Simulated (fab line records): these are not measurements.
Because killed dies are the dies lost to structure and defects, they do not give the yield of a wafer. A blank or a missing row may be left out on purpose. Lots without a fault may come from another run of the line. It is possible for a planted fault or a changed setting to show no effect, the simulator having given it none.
Which tool is to blame? || flow rit_cmos || 14 lots, 42 wafers sampled, at 5 steps of a route of 202

## WHAT THE GAUGES SHOWED, per wafer
RIT_ACTIVE_BOW_MEAS_00. Usual: INCOMING_BOW typically reads 0 um, with standard deviation 6.8.
{"lot": "L596", "measured": "day 1 10:02", "on": "film_metro-02", "INCOMING_BOW (um)": "-3 1 -7", "flag": ""}
{"lot": "L598", "measured": "day 1 20:00", "on": "film_metro-02", "INCOMING_BOW (um)": "0 5 1", "flag": ""}
{"lot": "L599", "measured": "day 2 01:02", "on": "film_metro-02", "INCOMING_BOW (um)": "5 2 0", "flag": ""}
{"lot": "L601", "measured": "day 2 11:04", "on": "film_metro-04", "INCOMING_BOW (um)": "2 -3 -11", "flag": ""}
{"lot": "L603", "measured": "day 2 21:00", "on": "film_metro-04", "INCOMING_BOW (um)": "1 -14 1", "flag": ""}
{"lot": "L604", "measured": "day 3 02:00", "on": "film_metro-02", "INCOMING_BOW (um)": "7 2 -7", "flag": ""}
{"lot": "L606", "measured": "day 3 12:00", "on": "film_metro-04", "INCOMING_BOW (um)": "6 -7 -10", "flag": ""}
{"lot": "L608", "measured": "day 3 22:01", "on": "film_metro-04", "INCOMING_BOW (um)": "-7 -4 8", "flag": ""}
{"lot": "L611", "measured": "day 4 13:01", "on": "film_metro-02", "INCOMING_BOW (um)": "-1 6 -3", "flag": ""}
{"lot": "L612", "measured": "day 4 18:01", "on": "film_metro-04", "INCOMING_BOW (um)": "0 0 1", "flag": ""}
{"lot": "L613", "measured": "day 4 23:00", "on": "film_metro-02", "INCOMING_BOW (um)": "-6 -9 -2", "flag": ""}
{"lot": "L615", "measured": "day 5 09:01", "on": "film_metro-04", "INCOMING_BOW (um)": "-2 -8 3", "flag": ""}
{"lot": "L616", "measured": "day 5 14:00", "on": "film_metro-04", "INCOMING_BOW (um)": "-10 2 12", "flag": ""}
{"lot": "L618", "measured": "day 6 00:01", "on": "film_metro-04", "INCOMING_BOW (um)": "-5 0 5", "flag": ""}

RIT_FOX2_THK_MEAS_01. Usual: FOX2_OXIDE_THK typically reads 353 nm, with standard deviation 7.2.
{"lot": "L596", "measured": "day 1 19:31", "on": "film_metro-04", "FOX2_OXIDE_THK (nm)": "335 339 335", "flag": ""}
{"lot": "L598", "measured": "day 2 05:26", "on": "film_metro-01", "FOX2_OXIDE_THK (nm)": "356 356 353", "flag": ""}
{"lot": "L599", "measured": "day 2 10:01", "on": "film_metro-04", "FOX2_OXIDE_THK (nm)": "358 354 361", "flag": ""}
{"lot": "L601", "measured": "day 2 20:58", "on": "film_metro-01", "FOX2_OXIDE_THK (nm)": "353 358 350", "flag": ""}
{"lot": "L603", "measured": "day 3 05:53", "on": "film_metro-01", "FOX2_OXIDE_THK (nm)": "363 360 358", "flag": ""}
{"lot": "L604", "measured": "day 3 12:00", "on": "film_metro-01", "FOX2_OXIDE_THK (nm)": "343 343 343", "flag": ""}
{"lot": "L606", "measured": "day 3 21:11", "on": "film_metro-01", "FOX2_OXIDE_THK (nm)": "350 346 350", "flag": ""}
{"lot": "L608", "measured": "day 4 06:27", "on": "film_metro-01", "FOX2_OXIDE_THK (nm)": "343 345 343", "flag": ""}
{"lot": "L611", "measured": "day 4 21:54", "on": "film_metro-01", "FOX2_OXIDE_THK (nm)": "350 346 347", "flag": ""}
{"lot": "L612", "measured": "day 5 02:59", "on": "film_metro-03", "FOX2_OXIDE_THK (nm)": "344 350 355", "flag": ""}
{"lot": "L613", "measured": "day 5 07:28", "on": "film_metro-04", "FOX2_OXIDE_THK (nm)": "354 346 349", "flag": ""}
{"lot": "L615", "measured": "day 5 17:21", "on": "film_metro-01", "FOX2_OXIDE_THK (nm)": "354 359 355", "flag": ""}
{"lot": "L616", "measured": "day 5 22:58", "on": "film_metro-04", "FOX2_OXIDE_THK (nm)": "356 350 350", "flag": ""}
{"lot": "L618", "measured": "day 6 09:10", "on": "film_metro-01", "FOX2_OXIDE_THK (nm)": "348 349 347", "flag": ""}

RIT_M1_CD_MEAS_90: target cd 2600 nm. Usual: cd_nm 2600.3 nm, standard deviation 2.4.
{"lot": "L596", "measured": "day 3 13:00", "on": "cd_sem-02", "cd_nm (nm)": "2600.3 2597.4 2600.4", "flag": ""}
{"lot": "L598", "measured": "day 3 23:07", "on": "cd_sem-01", "cd_nm (nm)": "2599.6 2599.0 2598.4", "flag": ""}
{"lot": "L599", "measured": "day 4 00:54", "on": "cd_sem-01", "cd_nm (nm)": "2598.7 2600.1 2599.4", "flag": ""}
{"lot": "L601", "measured": "day 4 09:29", "on": "cd_sem-01", "cd_nm (nm)": "2597.7 2601.1 2600.5", "flag": ""}
{"lot": "L603", "measured": "day 4 17:19", "on": "cd_sem-02", "cd_nm (nm)": "2601.5 2602.2 2600.9", "flag": ""}
{"lot": "L604", "measured": "day 5 00:03", "on": "cd_sem-01", "cd_nm (nm)": "2598.8 2597.6 2597.2", "flag": ""}
{"lot": "L606", "measured": "day 5 09:37", "on": "cd_sem-02", "cd_nm (nm)": "2605.3 2603.9 2603.2", "flag": ""}
{"lot": "L608", "measured": "day 5 18:33", "on": "cd_sem-02", "cd_nm (nm)": "2557.4 2600.1 2557.6 2557.6 2600.6 2557.5", "flag": "OFF"}
{"lot": "L611", "measured": "day 6 11:22", "on": "cd_sem-01", "cd_nm (nm)": "2555.1 2599.5 2556.5 2555.2 2599.4 2556.1", "flag": "OFF"}
{"lot": "L612", "measured": "day 6 16:18", "on": "cd_sem-02", "cd_nm (nm)": "2598.2 2596.1 2597.2", "flag": ""}
{"lot": "L613", "measured": "day 6 20:28", "on": "cd_sem-02", "cd_nm (nm)": "2600.0 2601.6 2601.6", "flag": ""}
{"lot": "L615", "measured": "day 7 06:37", "on": "cd_sem-02", "cd_nm (nm)": "2601.2 2597.6 2600.1", "flag": ""}
{"lot": "L616", "measured": "day 7 11:49", "on": "cd_sem-02", "cd_nm (nm)": "2600.3 2603.2 2599.6", "flag": ""}
{"lot": "L618", "measured": "day 7 22:11", "on": "cd_sem-01", "cd_nm (nm)": "2600.0 2598.8 2600.4", "flag": ""}

## EACH LOT AND THE TOOL THAT RAN IT (in order: tool; ch and the chambers of the sampled wafers; start)
{"lot": "L596", "RIT_CONTACT_STRIP_12": "plasma_asher-02 ch 0,1, day 3 09:58", "RIT_M1_METAL_ETCH_12": "rie_metal-03 ch 0,1, day 3 12:30"}
{"lot": "L598", "RIT_CONTACT_STRIP_12": "plasma_asher-01 ch 0,1, day 3 20:04", "RIT_M1_METAL_ETCH_12": "rie_metal-04 ch 0,1, day 3 22:36"}
{"lot": "L599", "RIT_CONTACT_STRIP_12": "plasma_asher-03 ch 0,1, day 3 21:41", "RIT_M1_METAL_ETCH_12": "rie_metal-03 ch 0, day 4 00:17"}
{"lot": "L601", "RIT_CONTACT_STRIP_12": "plasma_asher-02 ch 0,1, day 4 06:20", "RIT_M1_METAL_ETCH_12": "rie_metal-04 ch 0,1, day 4 08:58"}
{"lot": "L603", "RIT_CONTACT_STRIP_12": "plasma_asher-03 ch 0,1, day 4 14:23", "RIT_M1_METAL_ETCH_12": "rie_metal-01 ch 0,1, day 4 16:49"}
{"lot": "L604", "RIT_CONTACT_STRIP_12": "plasma_asher-03 ch 0,1, day 4 20:46", "RIT_M1_METAL_ETCH_12": "rie_metal-04 ch 0,1, day 4 23:32"}
{"lot": "L606", "RIT_CONTACT_STRIP_12": "plasma_asher-01 ch 0,1, day 5 06:28", "RIT_M1_METAL_ETCH_12": "rie_metal-01 ch 0,1, day 5 09:06"}
{"lot": "L608", "RIT_CONTACT_STRIP_12": "plasma_asher-01 ch 0,1, day 5 15:25", "RIT_M1_METAL_ETCH_12": "rie_metal-03 ch 0,1, day 5 18:01"}
{"lot": "L611", "RIT_CONTACT_STRIP_12": "plasma_asher-01 ch 0,1, day 6 08:15", "RIT_M1_METAL_ETCH_12": "rie_metal-03 ch 0,1, day 6 10:50"}
{"lot": "L612", "RIT_CONTACT_STRIP_12": "plasma_asher-03 ch 0,1, day 6 13:11", "RIT_M1_METAL_ETCH_12": "rie_metal-01 ch 0,1, day 6 15:43"}
{"lot": "L613", "RIT_CONTACT_STRIP_12": "plasma_asher-03 ch 0,1, day 6 17:32", "RIT_M1_METAL_ETCH_12": "rie_metal-04 ch 1, day 6 19:57"}
{"lot": "L615", "RIT_CONTACT_STRIP_12": "plasma_asher-01 ch 0,1, day 7 03:41", "RIT_M1_METAL_ETCH_12": "rie_metal-01 ch 0,1, day 7 06:05"}
{"lot": "L616", "RIT_CONTACT_STRIP_12": "plasma_asher-02 ch 0,1, day 7 08:53", "RIT_M1_METAL_ETCH_12": "rie_metal-04 ch 0,1, day 7 11:17"}
{"lot": "L618", "RIT_CONTACT_STRIP_12": "plasma_asher-02 ch 0,1, day 7 19:06", "RIT_M1_METAL_ETCH_12": "rie_metal-01 ch 0,1, day 7 21:38"}
- RIT_CONTACT_STRIP_12: strips in O2, time 187.2 s.
- RIT_M1_METAL_ETCH_12: etches Al in Cl2/BCl3, stops on SiO2, time 165 s, target depth 600 nm.

## AS READ BY THE TOOLS THEMSELVES (means over the sampled wafers that have a number; for cases with no such wafer, the mark the record gives instead)
RIT_CONTACT_STRIP_12. Usual: drypump_motor_current_A 5.7 A, standard deviation 0.32.
{"lot": "L596", "tool": "plasma_asher-02", "drypump_motor_current_A (A)": 5.4, "flag": ""}
{"lot": "L598", "tool": "plasma_asher-01", "drypump_motor_current_A (A)": 5.7, "flag": ""}
{"lot": "L599", "tool": "plasma_asher-03", "drypump_motor_current_A (A)": 5.7, "flag": ""}
{"lot": "L601", "tool": "plasma_asher-02", "drypump_motor_current_A (A)": 5.5, "flag": ""}
{"lot": "L603", "tool": "plasma_asher-03", "drypump_motor_current_A (A)": 5.6, "flag": ""}
{"lot": "L604", "tool": "plasma_asher-03", "drypump_motor_current_A (A)": 5.7, "flag": ""}
{"lot": "L606", "tool": "plasma_asher-01", "drypump_motor_current_A (A)": 5.7, "flag": ""}
{"lot": "L608", "tool": "plasma_asher-01", "drypump_motor_current_A (A)": 5.7, "flag": ""}
{"lot": "L611", "tool": "plasma_asher-01", "drypump_motor_current_A (A)": 5.9, "flag": ""}
{"lot": "L612", "tool": "plasma_asher-03", "drypump_motor_current_A (A)": 5.5, "flag": ""}
{"lot": "L613", "tool": "plasma_asher-03", "drypump_motor_current_A (A)": 5.7, "flag": ""}
{"lot": "L615", "tool": "plasma_asher-01", "drypump_motor_current_A (A)": 5.9, "flag": ""}
{"lot": "L616", "tool": "plasma_asher-02", "drypump_motor_current_A (A)": 5.4, "flag": ""}
{"lot": "L618", "tool": "plasma_asher-02", "drypump_motor_current_A (A)": 5.4, "flag": ""}

RIT_M1_METAL_ETCH_12. Usual: drypump_motor_current_A 5.8 A, standard deviation 0.61; oes_product_au 0.780 a.u., standard deviation 0.011; rf_fwd_power_W 248.8 W, standard deviation 0.8; throttle_valve_pct 8.39 %, standard deviation 0.12.
{"lot": "L596", "tool": "rie_metal-03", "drypump_motor_current_A (A)": 5.2, "oes_product_au (a.u.)": 0.776, "rf_fwd_power_W (W)": 248.5, "throttle_valve_pct (%)": 8.46, "flag": ""}
{"lot": "L598", "tool": "rie_metal-04", "drypump_motor_current_A (A)": 6.4, "oes_product_au (a.u.)": 0.786, "rf_fwd_power_W (W)": 249.4, "throttle_valve_pct (%)": 8.31, "flag": ""}
{"lot": "L599", "tool": "rie_metal-03", "drypump_motor_current_A (A)": 5.2, "oes_product_au (a.u.)": 0.773, "rf_fwd_power_W (W)": 248.5, "throttle_valve_pct (%)": 8.44, "flag": ""}
{"lot": "L601", "tool": "rie_metal-04", "drypump_motor_current_A (A)": 6.2, "oes_product_au (a.u.)": 0.789, "rf_fwd_power_W (W)": 248.1, "throttle_valve_pct (%)": 8.22, "flag": ""}
{"lot": "L603", "tool": "rie_metal-01", "drypump_motor_current_A (A)": 6.3, "oes_product_au (a.u.)": 0.791, "rf_fwd_power_W (W)": 248.8, "throttle_valve_pct (%)": 8.42, "flag": ""}
{"lot": "L604", "tool": "rie_metal-04", "drypump_motor_current_A (A)": 6.4, "oes_product_au (a.u.)": 0.788, "rf_fwd_power_W (W)": 249.7, "throttle_valve_pct (%)": 8.31, "flag": ""}
{"lot": "L606", "tool": "rie_metal-01", "drypump_motor_current_A (A)": 6.1, "oes_product_au (a.u.)": 0.780, "rf_fwd_power_W (W)": 248.7, "throttle_valve_pct (%)": 8.35, "flag": ""}
{"lot": "L608", "tool": "rie_metal-03", "drypump_motor_current_A (A)": 5.2, "oes_product_au (a.u.)": 0.775, "rf_fwd_power_W (W)": 365.4, "throttle_valve_pct (%)": 8.46, "flag": "OFF"}
{"lot": "L611", "tool": "rie_metal-03", "drypump_motor_current_A (A)": 5.2, "oes_product_au (a.u.)": 0.769, "rf_fwd_power_W (W)": 365.5, "throttle_valve_pct (%)": 8.46, "flag": "OFF"}
{"lot": "L612", "tool": "rie_metal-01", "drypump_motor_current_A (A)": 6.0, "oes_product_au (a.u.)": 0.774, "rf_fwd_power_W (W)": 249.1, "throttle_valve_pct (%)": 8.36, "flag": ""}
{"lot": "L613", "tool": "rie_metal-04", "drypump_motor_current_A (A)": 6.0, "oes_product_au (a.u.)": 0.803, "rf_fwd_power_W (W)": 249.8, "throttle_valve_pct (%)": 8.15, "flag": ""}
{"lot": "L615", "tool": "rie_metal-01", "drypump_motor_current_A (A)": 6.0, "oes_product_au (a.u.)": 0.781, "rf_fwd_power_W (W)": 249.0, "throttle_valve_pct (%)": 8.35, "flag": ""}
{"lot": "L616", "tool": "rie_metal-04", "drypump_motor_current_A (A)": 6.2, "oes_product_au (a.u.)": 0.790, "rf_fwd_power_W (W)": 248.5, "throttle_valve_pct (%)": 8.24, "flag": ""}
{"lot": "L618", "tool": "rie_metal-01", "drypump_motor_current_A (A)": 6.3, "oes_product_au (a.u.)": 0.779, "rf_fwd_power_W (W)": 249.3, "throttle_valve_pct (%)": 8.42, "flag": ""}

## THE ANSWER, worked out from the rows above alone
Rule: lot off if the mean of its wafers having a number is beyond 3 standard deviations from the usual mean. Also off: a lot with no number at a reading for which 4 or more lots have one. Where the step has rows for the other lots, those lots are counted as sound. After the gauges, taken in route order, come the tools' own readings; for these a lot's mean is taken, as printed above. At the first step where some lot is off, the reading lying furthest off is the one used; lots without a number count as furthest.
Off: L608, L611, at RIT_M1_CD_MEAS_90 (cd_nm).
A tool fits if, at a process step before that reading, it ran every lot that is off, and no sound lot after the first of them. The gauges at RIT_M1_CD_MEAS_90 aren't tried: what is off there is off at RIT_M1_METAL_ETCH_12 too, on other tools, and a gauge's error can't cause that. One fits: RIT_M1_METAL_ETCH_12 on rie_metal-03. Its last sound lot is L599 (day 4 00:17), its first lot that is off L608 (day 5 18:01): a fault that began between those two fits.
The tool's own readings at RIT_M1_METAL_ETCH_12 bear it out: on the lots that are off they differ by more than 5 times the standard deviation of the sound lots' means. rf_fwd_power_W reads 365.4 W there against 248.9 W on the sound lots.

## WHAT WAS PUT IN BY THE SIMULATOR
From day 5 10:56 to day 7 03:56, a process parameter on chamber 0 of rie_metal-03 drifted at RIT_M1_METAL_ETCH_12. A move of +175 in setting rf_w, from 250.
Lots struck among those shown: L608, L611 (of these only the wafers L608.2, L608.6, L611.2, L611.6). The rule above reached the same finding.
